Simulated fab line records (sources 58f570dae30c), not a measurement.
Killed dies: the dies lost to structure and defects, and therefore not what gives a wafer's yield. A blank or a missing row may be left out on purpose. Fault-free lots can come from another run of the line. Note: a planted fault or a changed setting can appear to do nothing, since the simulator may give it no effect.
A single fault, viewed from 2 desks    flow berkeleyCmos170    each desk holds nothing but its own numbers, with what lay behind them at the end

## AT THE TOOL OWNER'S DESK: implanter-02
UCB170_PFIELD_IMPLANT_07, tool's own readings: per-lot mean of the sampled wafers with a number, covering each lot this tool ran. Any lot whose mean is over 4 standard deviations away from the usual mean is out of limits and marked OUT; that distance is given in the brackets.
Columns: A = doseIonsCm2 at UCB170_PFIELD_IMPLANT_07, usual 2.0002e+13; B = faradayCurrentUA at UCB170_PFIELD_IMPLANT_07, usual 63.7
lot   first seen here  A                     B
L244  day 5 08:42      1.9994e+13            64.8
L248  day 6 14:13      2.2003e+13 (+91) OUT  72.0 (+6.4) OUT
L252  day 6 22:12      2.1991e+13 (+90) OUT  68.8
L263  day 9 07:34      2.0008e+13            64.3
Finding of this desk: L248, L252 out of limits; the first was L248 at day 6 14:13, on doseIonsCm2 at UCB170_PFIELD_IMPLANT_07. L244, L263 stayed within limits.

## THE METROLOGY DESK
Lot by lot, what the gauges showed, no matter which tool ran the lot: averages of those sampled wafers that carry a number. Any lot whose mean is over 4 standard deviations away from the usual mean is out of limits and marked OUT; that distance is given in the brackets.
Columns: A = PFIELD_TW at UCB170_PFIELD_TW_MEAS_09, usual 600
lot   first seen here  A
L242  day 4 18:33      605
L245  day 5 08:29      610
L244  day 5 08:56      598
L248  day 6 14:26      630 (+4.4) OUT
L254  day 6 22:10      605
L252  day 6 22:27      614
L255  day 7 03:15      595
L257  day 7 11:29      603
L258  day 8 05:43      608
L260  day 8 11:14      592
L261  day 8 21:47      610
L264  day 9 07:13      592
L263  day 9 07:47      595
L265  day 9 09:04      602
This desk's finding: out of limits on L248; first on L248, day 6 14:26 (PFIELD_TW at UCB170_PFIELD_TW_MEAS_09). L242, L245, L244, L254, L252, L255, L257, L258, L260, L261, L264, L263, L265 stayed within limits.

## ALL TOGETHER
The tool owner's desk could have raised an alarm at day 6 14:13, on L248, L252.
An alarm was possible from the metrology desk at day 6 14:26, on L248.
The metrology desk holds a record of L252, inside its limits.
All the named lots went through UCB170_PFIELD_IMPLANT_07 on implanter-02.

## WHAT WAS PUT IN BY THE SIMULATOR
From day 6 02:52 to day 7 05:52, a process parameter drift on implanter-02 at UCB170_PFIELD_IMPLANT_07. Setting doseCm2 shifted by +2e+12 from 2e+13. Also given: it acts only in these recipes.
Lots struck among those shown: L248, L252.
Time in hours from fault onset to the first out-of-limits reading at each desk: tool owner's desk 11, metrology desk 12.
